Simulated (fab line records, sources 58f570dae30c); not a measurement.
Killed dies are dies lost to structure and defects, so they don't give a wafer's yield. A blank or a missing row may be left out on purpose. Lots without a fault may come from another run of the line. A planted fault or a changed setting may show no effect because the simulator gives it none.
Which tool did it? | flow berkeley_cmos170 | 14 lots, 42 wafers sampled, at 4 steps of a route of 331

WHAT THE GAUGES READ, wafer by wafer
UCB170_M1_CD_MEAS_90: target cd 700 nm. Usual: cd_nm 698.1 nm, standard deviation 2.7.
lot  | measured     | on        | cd_nm (nm)        | flag
L533 | day 6 23:43  | cd_sem-01 | 697.4 696.1 697.5 |
L534 | day 6 23:53  | cd_sem-02 | 692.6 696.0 697.2 |
L535 | day 7 12:29  | cd_sem-01 | 702.1 699.6 697.2 |
L537 | day 7 12:55  | cd_sem-02 | 692.3 700.0 691.5 |
L538 | day 7 13:09  | cd_sem-01 | 695.1 697.3 695.6 |
L536 | day 7 13:52  | cd_sem-02 | 699.1 699.0 701.9 |
L539 | day 8 01:26  | cd_sem-01 | 696.6 696.1 695.2 |
L543 | day 9 05:20  | cd_sem-01 | 702.1 701.4 702.5 |
L542 | day 9 07:10  | cd_sem-02 | 696.8 697.0 696.1 |
L546 | day 10 03:40 | cd_sem-02 | 700.1 699.2 697.4 |
L552 | day 11 10:44 | cd_sem-01 | 702.5 702.2 696.5 |
L551 | day 11 11:26 | cd_sem-01 | 700.0 699.6 695.1 |
L554 | day 11 15:13 | cd_sem-02 | 701.1 699.8 697.7 |
L553 | day 11 15:31 | cd_sem-01 | 701.8 696.2 699.7 |

UCB170_V2_BOW_MEAS_03. Usual: V2_BOW 37 um, standard deviation 7.1.
lot  | measured     | on            | V2_BOW (um) | flag
L533 | day 7 12:05  | film_metro-03 | 29 45 39    |
L534 | day 7 12:22  | film_metro-04 | 27 32 38    |
L535 | day 8 04:28  | film_metro-03 | 37 35 36    |
L537 | day 8 04:40  | film_metro-01 | 42 31 39    |
L538 | day 8 05:04  | film_metro-03 | 35 30 26    |
L536 | day 8 04:44  | film_metro-04 | 19 34 41    |
L539 | day 8 12:03  | film_metro-04 | 31 33 50    |
L543 | day 9 16:35  | film_metro-01 | 44 27 35    |
L542 | day 9 16:43  | film_metro-04 | 36 40 28    |
L546 | day 10 14:37 | film_metro-03 | 33 35 52    |
L552 | day 11 20:25 | film_metro-03 | 32 46 49    |
L551 | day 11 20:59 | film_metro-01 | 43 35 41    |
L554 | day 12 05:50 | film_metro-03 | 41 26 32    |
L553 | day 12 06:07 | film_metro-04 | 37 41 29    |

WHICH TOOL RAN EACH LOT (tool, then ch and the chambers of the sampled wafers, then the start)
lot  | UCB170_M2_HMDS_04                 | UCB170_V2_CMP_02
L533 | litho_track-03 ch 0, day 7 09:02  | cmp-01 ch 1,2,3, day 7 11:52
L534 | litho_track-04 ch 0, day 7 09:20  | cmp-01 ch 1,2,3, day 7 12:07
L535 | litho_track-02 ch 0, day 8 01:21  | cmp-02 ch 1,2, day 8 04:10
L537 | litho_track-04 ch 0, day 8 01:29  | cmp-01 ch 0,2, day 8 04:22
L538 | litho_track-02 ch 0, day 8 01:45  | cmp-01 ch 0,2, day 8 04:49
L536 | litho_track-03 ch 0, day 8 01:41  | cmp-02 ch 0,1,2, day 8 04:25
L539 | litho_track-02 ch 0, day 8 08:35  | cmp-01 ch 1,2,3, day 8 11:43
L543 | litho_track-04 ch 0, day 9 13:31  | cmp-01 ch 2,3, day 9 16:16
L542 | litho_track-03 ch 0, day 9 13:32  | cmp-02 ch 0,1,2, day 9 16:25
L546 | litho_track-03 ch 0, day 10 11:31 | cmp-01 ch 0,1,2, day 10 14:22
L552 | litho_track-02 ch 0, day 11 17:43 | cmp-02 ch 1,2,3, day 11 20:11
L551 | litho_track-02 ch 0, day 11 18:10 | cmp-02 ch 0,1,3, day 11 20:40
L554 | litho_track-04 ch 0, day 12 02:07 | cmp-02 ch 0,1,2, day 12 05:37
L553 | litho_track-03 ch 0, day 12 02:21 | cmp-02 ch 2,3, day 12 05:52
- UCB170_M2_HMDS_04: prime time 60 s.
- UCB170_V2_CMP_02: polishes SiO2.

WHAT THE TOOLS THEMSELVES READ (means of the sampled wafers that have a number; where no wafer has one, the mark that the record gives instead)
UCB170_M2_HMDS_04. Usual: exhaust_pa 45.0 Pa, standard deviation 0.96; prime_temp_c 99.99 C, standard deviation 0.13.
lot  | tool           | exhaust_pa (Pa) | prime_temp_c (C) | flag
L533 | litho_track-03 | 45.3            | 99.82            |
L534 | litho_track-04 | 45.6            | 99.97            |
L535 | litho_track-02 | 44.0            | 99.99            |
L537 | litho_track-04 | 45.5            | 99.93            |
L538 | litho_track-02 | 45.6            | 99.92            |
L536 | litho_track-03 | 43.2            | 99.98            |
L539 | litho_track-02 | 45.1            | 100.16           |
L543 | litho_track-04 | 45.1            | 99.99            |
L542 | litho_track-03 | 45.8            | 99.93            |
L546 | litho_track-03 | 45.2            | 100.15           |
L552 | litho_track-02 | 45.1            | 104.99           | OFF
L551 | litho_track-02 | 44.9            | 105.07           | OFF
L554 | litho_track-04 | 45.0            | 100.01           |
L553 | litho_track-03 | 46.1            | 99.89            |

UCB170_V2_CMP_02. Usual: edge_zone_pressure_frac 1.000, standard deviation 0.0054; motor_current_A 15.3 A, standard deviation 1.4.
lot  | tool   | edge_zone_pressure_frac | motor_current_A (A) | flag
L533 | cmp-01 | 1.004                   | 14.7                |
L534 | cmp-01 | 1.002                   | 15.1                |
L535 | cmp-02 | 1.004                   | 16.0                |
L537 | cmp-01 | 0.998                   | 15.9                |
L538 | cmp-01 | 0.997                   | 15.9                |
L536 | cmp-02 | 1.001                   | 15.5                |
L539 | cmp-01 | 1.000                   | 14.8                |
L543 | cmp-01 | 0.999                   | 13.9                |
L542 | cmp-02 | 0.999                   | 14.8                |
L546 | cmp-01 | 1.001                   | 15.7                |
L552 | cmp-02 | 0.998                   | 15.9                |
L551 | cmp-02 | 1.000                   | 15.6                |
L554 | cmp-02 | 1.000                   | 15.7                |
L553 | cmp-02 | 1.002                   | 14.3                |

THE ANSWER, worked out from the rows above alone
Rule: a lot is off if the mean of its wafers that have a number lies more than 3 standard deviations from the usual mean. A lot without any number at a reading at which 4 lots or more have one is off too. The other lots that the step has rows for count as sound. The gauges are gone through in route order, then the tools' own readings, and for those a lot's mean is taken as printed above. The first step at which some lot is off is used, and at that step the reading that is off furthest; a lot without a number counts as furthest.
Off: L552, L551, at UCB170_M2_HMDS_04 (prime_temp_c).
A tool fits if, at that step or a process step before it, it ran every lot that is off, and no sound lot after the first of them. One fits: litho_track-02 at UCB170_M2_HMDS_04. Its last sound lot is L539 (day 8 08:35), its first lot that is off L552 (day 11 17:43): a fault that began between those two fits.
The tool's own readings at UCB170_M2_HMDS_04 bear it out: on the lots that are off they differ by more than 5 times the standard deviation of the sound lots' means. prime_temp_c reads 105.03 C there against 99.98 C on the sound lots.

WHAT THE SIMULATOR HAD PUT IN
Process parameter drift: litho_track-02, from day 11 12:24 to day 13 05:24, at UCB170_M2_HMDS_04. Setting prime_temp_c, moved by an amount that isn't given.
Lots struck among those shown: L552, L551. The rule above found the same.
